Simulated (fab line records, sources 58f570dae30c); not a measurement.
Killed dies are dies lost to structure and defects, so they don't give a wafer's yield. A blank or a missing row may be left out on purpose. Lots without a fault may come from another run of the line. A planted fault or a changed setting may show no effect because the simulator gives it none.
Split-lot experiment | flow berkeley_cmos170 | 5 lots, 23 wafers read, on a route of 331 steps

THE SPLIT
At UCB170_NLDD_IMPLANT_08, the setting dose_cm2 was moved away from the recipe's 5e+13 on 8 of the 23 wafers read, by -3.6% to +7.2%. The other wafers ran this setting at the recipe's value.

FROM THE SPLIT TO THE READING: what the file shows between them, 9 steps
- UCB170_NLDD_IMPLANT_09
- UCB170_NLDD_STRIP_10: strips in O2
- UCB170_NSD_IMPLANT_08 (also split here: energy_kev)
- UCB170_NSD_STRIP_09: strips in O2
- UCB170_BACKSIDE_SOFTBAKE_02: time 60 s (also split here: time_s)
- UCB170_BACKSIDE_STRIP_03: strips in O2
- UCB170_BACKSIDE_CLEAN_04: cleans in SPM, time 600 s
- UCB170_SDANNEAL_RTA_01: time 5 s
- UCB170_SDANNEAL_RS_MEAS_03: measures by four-point-probe

THE READING
NLDD_RS, in ohm/sq, at UCB170_SDANNEAL_RS_MEAS_05 (measures by four-point-probe). Fault-free wafers of this fab line usually give 616.6 ohm/sq, standard deviation 1.4 ohm/sq.

wafer  | tool, chamber at the split | dose_cm2 as run | against the recipe | NLDD_RS, ohm/sq | against lot-mates on the recipe
L075.1 | implanter-03, 0            | 5e+13           | recipe             | 618.5           | -
L075.2 | implanter-03, 0            | 5e+13           | recipe             | 618.4           | -
L075.3 | implanter-03, 0            | 5.36e+13        | +7.2%              | 604.4           | -14.5
L075.5 | implanter-03, 0            | 5.36e+13        | +7.2%              | 603.7           | -15.2
L075.6 | implanter-03, 0            | 5e+13           | recipe             | 619.7           | -
L074.1 | implanter-01, 0            | 5e+13           | recipe             | 618.5           | -
L074.3 | implanter-01, 0            | 5e+13           | recipe             | 618.3           | -
L074.6 | implanter-01, 0            | 5e+13           | recipe             | 617.4           | -
L080.1 | implanter-01, 0            | 5e+13           | recipe             | 617.8           | -
L080.2 | implanter-01, 0            | 5.237e+13       | +4.7%              | 606.7           | -11.3
L080.3 | implanter-01, 0            | 5.237e+13       | +4.7%              | 608.7           | -9.3
L080.4 | implanter-01, 0            | 5e+13           | recipe             | 618.3           | -
L080.6 | implanter-01, 0            | 5.237e+13       | +4.7%              | 608.9           | -9.1
L082.1 | implanter-03, 0            | 5e+13           | recipe             | 614.1           | -
L082.2 | implanter-03, 0            | 5e+13           | recipe             | 612.9           | -
L082.3 | implanter-03, 0            | 5e+13           | recipe             | 615.9           | -
L082.4 | implanter-03, 0            | 5e+13           | recipe             | 614.3           | -
L082.6 | implanter-03, 0            | 5e+13           | recipe             | 614.1           | -
L081.1 | implanter-01, 0            | 5e+13           | recipe             | 617.0           | -
L081.2 | implanter-01, 0            | 5e+13           | recipe             | 617.6           | -
L081.3 | implanter-01, 0            | 4.818e+13       | -3.6%              | 625.6           | +8.3
L081.4 | implanter-01, 0            | 4.818e+13       | -3.6%              | 625.4           | +8.1
L081.5 | implanter-01, 0            | 4.818e+13       | -3.6%              | 624.9           | +7.6

THE FIT
A straight line over all 23 wafers: NLDD_RS changes by -1.93 ohm/sq for each +1% of dose_cm2; r = -0.96; the points scatter about the line by 1.8 ohm/sq.
The same after taking each lot's own level away (the mean of its wafers on the recipe; 23 wafers): -2.1 ohm/sq for each +1%; r = -0.99; scatter 0.71 ohm/sq.
On that fit, the largest move of dose_cm2 shifts the reading by 15 ohm/sq.
The lots' own levels span 614.26 to 618.87 ohm/sq, that is 3.3 times the standard deviation above.
So the lot-to-lot level changes the slope little: the two slopes agree.
Check: with one of the wafers moved furthest among these (+7.2%) left out of the fit, the line predicts -15.3 ohm/sq for it against its lot-mates. It came out at -14.5 ohm/sq against them.

OTHER SPLITS ON THESE WAFERS
These wafers also went through other splits before the reading. Each is held against what the fit with the lots' levels taken away leaves over:
other split on the same wafers         | wafers away from the commonest value | r with NLDD_RS (lot level and that fit taken away)
UCB170_START_OXIDATION_02 ox_time_s    | 18                                   | +0.01
UCB170_ACTIVE_CVD_05 nh3_flow_sccm     | 18                                   | +0.03
UCB170_ACTIVE_COAT_08 resist_thk_nm    | 8                                    | +0.22
UCB170_ACTIVE_STRIP_16 power_w         | 8                                    | -0.27
UCB170_SCREENOX_OXIDATION_01 ox_time_s | 15                                   | +0.04
UCB170_NLDD_COAT_01 resist_thk_nm      | 8                                    | +0.13
UCB170_NSD_IMPLANT_08 energy_kev       | 8                                    | -0.07
UCB170_BACKSIDE_SOFTBAKE_02 time_s     | 7                                    | -0.15

THE FILE'S OWN FIT
NLDD_RS changes by -2.08 ohm/sq for each +1% of dose_cm2, r = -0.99.
